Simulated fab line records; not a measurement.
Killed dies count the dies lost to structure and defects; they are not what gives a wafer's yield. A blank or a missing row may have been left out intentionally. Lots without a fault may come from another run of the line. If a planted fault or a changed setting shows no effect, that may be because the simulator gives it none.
Comparing a struck lot with a sound one + flow berkeley_cmos170 + 17 out of 331 route steps
Sound: the wafers L121.1, L121.2, L121.5. Wafers struck: L125.1, L125.4, L125.6. The cause comes at the end.
Each step with rows lists, per side, the tool, then ch with its chambers, then its first start. Under that, the readings that differ: sound wafers + struck wafers + difference of the means + sigmas: that difference in standard deviations of wafers without a fault.
alike: readings whose means differ by less than 2 such deviations, and words and numbers that are the same on both sides. not compared: withheld readings, readings that some wafer has no value for, bounds like >300 that may hide the same value, and numbers for which the record gives no deviation and whose values overlap.
A row with sigmas, a row that says differs or no value, or rows on one side alone: a step with any of these is where the two part. Numbers that have no deviation but don't overlap get no sigmas and don't part them. A reading that every wafer of one side lacks parts them only if that side has two wafers or more.

first, 2 steps without rows for these wafers: UCB170_M3_COAT_05 (resist thk 900 nm); UCB170_M3_SOFTBAKE_06 (time 60 s).
UCB170_M3_STRIP_07: strips in O2.
  sound on plasma_asher-04 ch 0,1, day 9 23:01; struck on plasma_asher-03 ch 0,1, day 11 10:51
  alike: drypump_motor_current_A, o2_flow_sccm, oes_product_au, strip_time_to_endpoint_s
  not compared: rf_hours_counter_h
then, 5 steps without rows for these wafers: UCB170_M3_STRIP_08 (strips KrF in DMSO, time 600 s); UCB170_M3_COAT_09; UCB170_M3_COAT_10 (resist thk 900 nm); UCB170_M3_SOFTBAKE_11 (time 60 s); UCB170_M3_EXPOSE_12 (exposes mask METAL3, target cd 700 nm).
UCB170_M3_PEB_13:
  sound on litho_track-04 ch 0, day 10 00:05; struck on litho_track-04 ch 0, day 11 12:39
  alike: plate_sensor_t_centre_C, plate_sensor_t_edge_C
then, 1 step without rows for these wafers: UCB170_M3_DEVELOP_14 (develop time 45 s).
UCB170_M3_CD_MEAS_15: the cd target is 700 nm.
  sound on cd_sem-02 at day 10 00:22; struck on cd_sem-02 at day 11 12:55
  alike: cd_nm
UCB170_M3_OVL_MEAS_16:
  sound on overlay-02 at day 10 00:29; struck on overlay-01 at day 11 13:02
  alike: M3_OVL
UCB170_M3_ETCH_17: etches BARC in N2/H2.
  sound on rie_diel-03 ch 1,2,3, day 10 00:31; struck on rie_diel-03 ch 0,3, day 11 13:05
  no value came back on the struck wafers for any of 6 readings (bias_w (W), chamber_pressure_mTorr (mTorr) and others); on the sound wafers bias_w (W) reads 99.87 99.73 100.16
UCB170_M3_METAL_ETCH_18: etches Al in Cl2/BCl3, stops on SiO2, target depth 1170 nm, time 195 s.
  sound on rie_metal-01 ch 0,1, day 10 00:34; struck on rie_metal-03 ch 1, day 11 13:07
| reading               | sound             | struck            | difference | sigmas |
|-----------------------|-------------------|-------------------|------------|--------|
| oes_product_au (a.u.) | 0.867 0.830 0.871 | 0.362 0.367 0.376 | -0.488     | -27    |
  alike: bcl3_flow_sccm, bias_w, drypump_motor_current_A, he_backside_leak_sccm, rf_fwd_power_W, throttle_valve_pct
  not compared: rf_hours_counter_h
UCB170_M3_STRIP_19: strips in O2.
  sound on plasma_asher-03 ch 0,1, day 10 00:45; struck on plasma_asher-03 ch 0,1, day 11 13:19
  alike: drypump_motor_current_A, o2_flow_sccm, oes_product_au
  not compared: rf_hours_counter_h
UCB170_M3_CD_MEAS_90: the cd target is 700 nm.
  sound on cd_sem-01 at day 10 00:51; struck on cd_sem-01 at day 11 13:25
| reading    | sound             | struck | difference                    | sigmas |
|------------|-------------------|--------|-------------------------------|--------|
| cd_nm (nm) | 698.3 695.6 695.8 | - - -  | no value on the struck wafers |        |
UCB170_M3_BOW_MEAS_20:
  sound on film_metro-02 at day 10 00:58; struck on film_metro-04 at day 11 13:32
  alike: M3_BOW

== WHERE THEY PART ==
At UCB170_M3_ETCH_17 first; at UCB170_M3_CD_MEAS_90 last (within this record only). Later steps at which nothing parts them and some readings are alike: UCB170_M3_BOW_MEAS_20.

WHY: what had been put in by the simulator
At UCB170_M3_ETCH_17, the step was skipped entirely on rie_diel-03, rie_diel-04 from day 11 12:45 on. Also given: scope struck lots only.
